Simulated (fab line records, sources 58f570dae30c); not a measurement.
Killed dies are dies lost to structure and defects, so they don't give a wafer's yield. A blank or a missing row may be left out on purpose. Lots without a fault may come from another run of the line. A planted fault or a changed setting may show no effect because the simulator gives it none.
Which tool did it? | flow berkeley_cmos170 | 14 lots, 42 wafers sampled, at 1 step of a route of 331

WHAT THE GAUGES READ, wafer by wafer
UCB170_M1_CD_MEAS_09: target cd 700 nm. Usual: cd_nm 699.9 nm, standard deviation 1.1.
lot  | measured     | on        | cd_nm (nm)        | flag
L327 | day 8 00:02  | cd_sem-02 | 699.8 700.1 699.9 |
L328 | day 8 13:07  | cd_sem-02 | 699.1 697.7 699.6 |
L329 | day 8 14:09  | cd_sem-01 | 700.8 698.5 700.0 |
L331 | day 9 03:22  | cd_sem-02 | 700.9 700.8 699.3 |
L332 | day 9 05:58  | cd_sem-01 | 698.5 699.3 699.5 |
L336 | day 9 18:13  | cd_sem-02 | 699.7 698.0 699.1 |
L335 | day 9 19:51  | cd_sem-02 | 699.1 698.6 700.2 |
L341 | day 10 23:12 | cd_sem-02 | 699.8 698.3 698.5 |
L342 | day 11 14:11 | cd_sem-02 | 700.4 701.7 700.3 |
L344 | day 12 03:19 | cd_sem-02 | 698.8 699.7 700.6 |
L347 | day 12 16:14 | cd_sem-01 | 701.1 701.8 702.3 |
L349 | day 12 17:31 | cd_sem-01 | 699.3 698.4 699.6 |
L348 | day 12 17:59 | cd_sem-02 | 698.5 698.0 700.5 |
L350 | day 13 11:53 | cd_sem-01 | 701.0 699.4 700.8 |

WHICH TOOL RAN EACH LOT (tool, then ch and the chambers of the sampled wafers, then the start)
The record holds no process step before these readings.

WHAT THE TOOLS THEMSELVES READ (means of the sampled wafers that have a number; where no wafer has one, the mark that the record gives instead)
The record holds no such reading with a usual standard deviation.

THE ANSWER, worked out from the rows above alone
Rule: a lot is off if the mean of its wafers that have a number lies more than 3 standard deviations from the usual mean. A lot without any number at a reading at which 4 lots or more have one is off too. The other lots that the step has rows for count as sound. The gauges are gone through in route order, then the tools' own readings, and for those a lot's mean is taken as printed above. The first step at which some lot is off is used, and at that step the reading that is off furthest; a lot without a number counts as furthest.
No lot is off at any reading shown: from this, nothing can be told.

WHAT THE SIMULATOR HAD PUT IN
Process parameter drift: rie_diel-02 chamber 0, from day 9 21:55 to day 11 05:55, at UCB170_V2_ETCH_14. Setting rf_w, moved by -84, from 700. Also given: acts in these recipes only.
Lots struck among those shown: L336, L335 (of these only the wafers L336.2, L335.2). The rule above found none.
